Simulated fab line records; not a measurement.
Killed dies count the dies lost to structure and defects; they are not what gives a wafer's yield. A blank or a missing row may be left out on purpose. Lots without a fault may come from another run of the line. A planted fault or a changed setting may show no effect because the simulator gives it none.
8D (eight disciplines) problem report, filled in by code ; flow rit cmos ; the parts of the form that need people (team, actions taken, sign-off) are left out

1. WHAT WENT WRONG
At RIT_M1_METAL_ETCH_12, chamber pressure mTorr averages 149.91 mTorr over 2 wafers from 2 lots, while fault-free wafers read 100.00 mTorr, standard deviation 0.086. So: +99 or more standard deviations from the usual mean.
The step: etches Al in Cl2/BCl3, stops on SiO2, time 165 s, target depth 600 nm.
Earliest sighting: wafer L685.3 on rie metal-04 at day 5 15:25. The record holds 18 wafers of 6 lots with a number at this step. Rule for "out", or "out of limits": more than 4 standard deviations from the usual mean. All remaining wafers that have a number are taken as sound.

2. WHAT THIS IS AND IS NOT
question;is;is not
which readings at this step;chamber pressure mTorr;drypump motor current A, oes product au, throttle valve pct
which lots;L685, L688;L676, L677, L695, L697
which wafers of those lots;L685.3, L688.6;L685.1, L685.4, L688.1, L688.4
read on which tools;rie metal-04;rie metal-02, rie metal-03
when;from day 5 15:25;"up to then (8 sound wafers); but 8 sound wafers of L688, L695, L697 came after"

3. WHAT RULES OUT EACH SUSPECT
Counting: any tool at a process step up to the reading remains a suspect provided it ran every lot that is out. Sound lots after the first of them don't rule it out here, since some wafers of a struck lot are sound.
- pvd sputter-04 at RIT_M1_SPUTTER_00 (material Al, target thk 400 nm, time 500 s): kept. It ran every lot that is out, first L685 (day 5 13:39).
- rie metal-04 at RIT_M1_METAL_ETCH_12 (etches Al in Cl2/BCl3, stops on SiO2, time 165 s, target depth 600 nm): kept. It processed each lot that is out (first: L685, day 5 15:25); up to then, its last sound lot is L676 (day 3 17:47). Its own chamber pressure mTorr readings are out on those wafers.
- The sound lot-mates ran in chamber 1 of rie metal-04 at RIT_M1_METAL_ETCH_12, but the wafers that are out ran in chamber 0.
What counting leaves: pvd sputter-04 at RIT_M1_SPUTTER_00 and rie metal-04 at RIT_M1_METAL_ETCH_12.

4. THE CAUSE (what the simulator had put in)
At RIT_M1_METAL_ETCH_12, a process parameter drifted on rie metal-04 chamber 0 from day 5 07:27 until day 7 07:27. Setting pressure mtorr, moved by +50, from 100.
After counting, 2 suspects remain, this tool included.

5. THE CHAIN OF EFFECTS, in route order
Each row: a reading whose mean over the struck wafers that have a number lies more than 3 standard deviations from the usual. Only readings for which the record gives a usual standard deviation are gone through. hours: the time from each lot's start at the first step in this table that gives one to its start at this step, as a median over the lots. sigmas: the change in usual standard deviations.
hours;step;reading;usual;on struck wafers;change;sigmas
0;RIT_M1_METAL_ETCH_12;chamber pressure mTorr;100.00 mTorr;149.91;+49.91;+99 or more
It contains these process steps:
- RIT_M1_METAL_ETCH_12: etches Al in Cl2/BCl3, stops on SiO2, time 165 s, target depth 600 nm.

6. HOW IT WOULD HAVE BEEN CAUGHT EARLIER
In this record no reading fell out of limits until day 5 15:25, 8 hours after the fault had begun at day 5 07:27.
